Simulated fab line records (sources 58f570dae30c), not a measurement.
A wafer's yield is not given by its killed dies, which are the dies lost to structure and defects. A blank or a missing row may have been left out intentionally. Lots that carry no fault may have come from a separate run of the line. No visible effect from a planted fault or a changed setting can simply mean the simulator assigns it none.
Lot-split experiment :: flow berkeleyCmos170 :: 23 wafers read across 5 lots, on a route 331 steps long

## ABOUT THE SPLIT
At UCB170_SILICIDE_SPUTTER_01 (material Ti, target thk 30 nm, time 25 s), the setting powerW was moved away from the recipe's 1500 W on 4 of the 23 wafers read, by +8.5% to +9.4%. The other wafers ran this setting at the recipe's value.

## BETWEEN THE SPLIT AND THE READING: the file shows 1 step in between
- UCB170_SILICIDE_RS_MEAS_02: measures by four-point-probe

## THE READING
SILICIDE_TI_THK, in nm, at UCB170_SILICIDE_THK_MEAS_03 (measures by xrf). Fault-free wafers of this fab line usually give 30.5 nm, standard deviation 0.37 nm.

wafer: L074.1
tool, chamber at the split: pvdSputter-02, -
powerW as run, W: 1500
against the recipe: recipe
SILICIDE_TI_THK, nm: 30.5
against lot-mates on the recipe: -

wafer: L074.2
tool, chamber at the split: pvdSputter-02, -
powerW as run, W: 1628
against the recipe: +8.5%
SILICIDE_TI_THK, nm: 33.4
against lot-mates on the recipe: +2.7

wafer: L074.3
tool, chamber at the split: pvdSputter-02, -
powerW as run, W: 1500
against the recipe: recipe
SILICIDE_TI_THK, nm: 30.7
against lot-mates on the recipe: -

wafer: L074.4
tool, chamber at the split: pvdSputter-02, -
powerW as run, W: 1628
against the recipe: +8.5%
SILICIDE_TI_THK, nm: 33.6
against lot-mates on the recipe: +2.9

wafer: L074.6
tool, chamber at the split: pvdSputter-02, -
powerW as run, W: 1500
against the recipe: recipe
SILICIDE_TI_THK, nm: 30.9
against lot-mates on the recipe: -

wafer: L076.1
tool, chamber at the split: pvdSputter-03, -
powerW as run, W: 1500
against the recipe: recipe
SILICIDE_TI_THK, nm: 31.1
against lot-mates on the recipe: -

wafer: L076.3
tool, chamber at the split: pvdSputter-03, -
powerW as run, W: 1500
against the recipe: recipe
SILICIDE_TI_THK, nm: 31.2
against lot-mates on the recipe: -

wafer: L076.4
tool, chamber at the split: pvdSputter-03, -
powerW as run, W: 1500
against the recipe: recipe
SILICIDE_TI_THK, nm: 31.6
against lot-mates on the recipe: -

wafer: L076.5
tool, chamber at the split: pvdSputter-03, -
powerW as run, W: 1500
against the recipe: recipe
SILICIDE_TI_THK, nm: 31.1
against lot-mates on the recipe: -

wafer: L076.6
tool, chamber at the split: pvdSputter-03, -
powerW as run, W: 1500
against the recipe: recipe
SILICIDE_TI_THK, nm: 31.2
against lot-mates on the recipe: -

wafer: L079.1
tool, chamber at the split: pvdSputter-02, -
powerW as run, W: 1500
against the recipe: recipe
SILICIDE_TI_THK, nm: 30.6
against lot-mates on the recipe: -

wafer: L079.2
tool, chamber at the split: pvdSputter-02, -
powerW as run, W: 1500
against the recipe: recipe
SILICIDE_TI_THK, nm: 30.9
against lot-mates on the recipe: -

wafer: L079.3
tool, chamber at the split: pvdSputter-02, -
powerW as run, W: 1500
against the recipe: recipe
SILICIDE_TI_THK, nm: 30.8
against lot-mates on the recipe: -

wafer: L079.4
tool, chamber at the split: pvdSputter-02, -
powerW as run, W: 1500
against the recipe: recipe
SILICIDE_TI_THK, nm: 30.7
against lot-mates on the recipe: -

wafer: L079.6
tool, chamber at the split: pvdSputter-02, -
powerW as run, W: 1500
against the recipe: recipe
SILICIDE_TI_THK, nm: 30.7
against lot-mates on the recipe: -

wafer: L081.1
tool, chamber at the split: pvdSputter-03, -
powerW as run, W: 1500
against the recipe: recipe
SILICIDE_TI_THK, nm: 30.1
against lot-mates on the recipe: -

wafer: L081.3
tool, chamber at the split: pvdSputter-03, -
powerW as run, W: 1641
against the recipe: +9.4%
SILICIDE_TI_THK, nm: 33.2
against lot-mates on the recipe: +3.2

wafer: L081.4
tool, chamber at the split: pvdSputter-03, -
powerW as run, W: 1500
against the recipe: recipe
SILICIDE_TI_THK, nm: 29.9
against lot-mates on the recipe: -

wafer: L081.5
tool, chamber at the split: pvdSputter-03, -
powerW as run, W: 1500
against the recipe: recipe
SILICIDE_TI_THK, nm: 30.1
against lot-mates on the recipe: -

wafer: L081.6
tool, chamber at the split: pvdSputter-03, -
powerW as run, W: 1641
against the recipe: +9.4%
SILICIDE_TI_THK, nm: 32.7
against lot-mates on the recipe: +2.7

wafer: L083.1
tool, chamber at the split: pvdSputter-04, -
powerW as run, W: 1500
against the recipe: recipe
SILICIDE_TI_THK, nm: 30.1
against lot-mates on the recipe: -

wafer: L083.2
tool, chamber at the split: pvdSputter-04, -
powerW as run, W: 1500
against the recipe: recipe
SILICIDE_TI_THK, nm: 30.3
against lot-mates on the recipe: -

wafer: L083.3
tool, chamber at the split: pvdSputter-04, -
powerW as run, W: 1500
against the recipe: recipe
SILICIDE_TI_THK, nm: 30.1
against lot-mates on the recipe: -

FIT RESULTS
A straight line over all 23 wafers: SILICIDE_TI_THK changes by +0.283 nm for each +1% of powerW; r = +0.90; the points scatter about the line by 0.48 nm.
The same after taking each lot's own level away (the mean of its wafers on the recipe; 23 wafers): +0.318 nm for each +1%; r = +0.99; scatter 0.16 nm.
On that fit, the largest move of powerW shifts the reading by 3 nm.
Across the lots, their own levels run from 30.03 to 31.24 nm, a range of 3.3 times the standard deviation given above.
Hence the slope depends on the lot-to-lot level, as the two fits are not the same.
Check: +2.93 nm against its lot-mates is what the line predicts for one of the wafers moved furthest among these (+9.4%) when that wafer is left out of the fit. Against them it came out at +3.17 nm.

## THE OTHER SPLITS THESE WAFERS WENT THROUGH
Other splits were also applied to these wafers ahead of the reading. Each is held against what the fit with the lots' levels taken away leaves over:
other split on the same wafers: UCB170_PSD_IMPLANT_08 doseCm2
wafers away from the commonest value: 6
r with SILICIDE_TI_THK (lot level and that fit taken away): -0.14

other split on the same wafers: UCB170_SDANNEAL_RTA_00 timeS
wafers away from the commonest value: 12
r with SILICIDE_TI_THK (lot level and that fit taken away): -0.13

## THE WHOLE CHAIN: every reading that the file lists as answering this split, in the file's order
step: UCB170_SILICIDE_SPUTTER_01
what it does: material Ti, target thk 30 nm, time 25 s
reading: Ti_of_SILICIDE_SPUTTER_01.thkNm (the simulator's own value, which no gauge read)
change (the file's fit): +0.312 nm for each +1% of the setting
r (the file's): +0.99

step: UCB170_SILICIDE_RS_MEAS_02
what it does: measures by four-point-probe
reading: SILICIDE_TI_RS
change (the file's fit): -0.287 for each +1% of the setting
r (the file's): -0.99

step: UCB170_SILICIDE_THK_MEAS_03
what it does: measures by xrf
reading: SILICIDE_TI_THK
change (the file's fit): +0.32 for each +1% of the setting
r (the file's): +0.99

## FILE'S OWN FIT
SILICIDE_TI_THK changes by +0.32 nm for each +1% of powerW, r = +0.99.
